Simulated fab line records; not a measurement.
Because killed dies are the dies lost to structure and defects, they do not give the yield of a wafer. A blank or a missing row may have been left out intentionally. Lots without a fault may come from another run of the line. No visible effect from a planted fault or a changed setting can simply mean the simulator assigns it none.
What tool caused it?	flow berkeleyCmos170	7 lots, 21 wafers sampled, at 4 steps of a route of 331

WHAT THE GAUGES SHOWED, per wafer
UCB170_NSD_CD_MEAS_06 targets a cd of 1200 nm.
lot	measured	on	cdNm (nm)
L487	day 8 05:12	cdSem-02	1202.0 1203.6 1201.7
L490	day 8 18:40	cdSem-01	1199.5 1199.3 1200.6
L495	day 9 07:29	cdSem-01	1200.0 1200.3 1201.2
L497	day 10 11:32	cdSem-01	1201.1 1201.4 1201.9
L499	day 10 11:55	cdSem-01	1220.6 1220.2 1221.2 1220.5 1219.9 1221.3
L505	day 12 06:14	cdSem-01	1199.7 1200.0 1199.8
L508	day 13 02:44	cdSem-02	1198.6 1200.2 1200.8

WHICH TOOL RAN EACH LOT (tool, then ch and the chambers of the sampled wafers, then the start)
lot	UCB170_NLDD_STRIP_10	UCB170_SPACER_CVD_00	UCB170_NSD_PEB_04
L487	plasmaAsher-01 ch 0,1, day 7 19:03	pecvd-03 ch 0,1, day 7 19:23	lithoTrack-01 ch 0, day 8 04:56
L490	plasmaAsher-01 ch 0,1, day 8 10:22	pecvd-01 ch 0,1,2, day 8 10:42	lithoTrack-02 ch 0, day 8 18:24
L495	plasmaAsher-01 ch 0, day 9 00:24	pecvd-01 ch 1,2, day 9 00:45	lithoTrack-01 ch 0, day 9 07:10
L497	plasmaAsher-04 ch 0,1, day 9 23:50	pecvd-02 ch 1,2, day 10 00:11	lithoTrack-02 ch 0, day 10 11:16
L499	plasmaAsher-04 ch 0,1, day 10 00:24	pecvd-01 ch 0,2, day 10 00:44	lithoTrack-01 ch 0, day 10 11:39
L505	plasmaAsher-01 ch 0, day 11 20:44	pecvd-01 ch 0,1, day 11 21:04	lithoTrack-02 ch 0, day 12 05:58
L508	plasmaAsher-02 ch 0,1, day 12 17:23	pecvd-02 ch 0,1,2, day 12 17:43	lithoTrack-04 ch 0, day 13 02:29
- UCB170_NLDD_STRIP_10: strips in O2.
- UCB170_SPACER_CVD_00: deposits SiO2 from TEOS/O2, target thk 376 nm, time 47 s.
- UCB170_NSD_PEB_04

THE ANSWER, worked out from the rows above alone
Rule: the lots themselves supply what counts as usual. Put in order of their means at a reading, lots are off if they are a third of the lots or fewer, leave a main group of 4 or more, and stand apart from it by a gap of 3 or more times the standard deviation of the main group's means; of several such gaps the widest counts. A main group whose means are all the same, to the digits that the tables above print for the reading, isn't used. A lot without any number at a reading at which 4 lots or more have one is off too. Any other lot the step has rows for is counted as sound.
Off, at UCB170_NSD_CD_MEAS_06 on cdNm: L499. Mean 1200.7 nm and standard deviation 0.99 in the main group.
If a tool, at a process step before that reading, ran all the lots that are off and no sound lot after the first of them, it fits. The gauges at UCB170_NSD_CD_MEAS_06 are tried like those tools. Can't be told from this: 2 tools fit, plasmaAsher-04 at UCB170_NLDD_STRIP_10, lithoTrack-01 at UCB170_NSD_PEB_04.

WHAT THE SIMULATOR PUT IN
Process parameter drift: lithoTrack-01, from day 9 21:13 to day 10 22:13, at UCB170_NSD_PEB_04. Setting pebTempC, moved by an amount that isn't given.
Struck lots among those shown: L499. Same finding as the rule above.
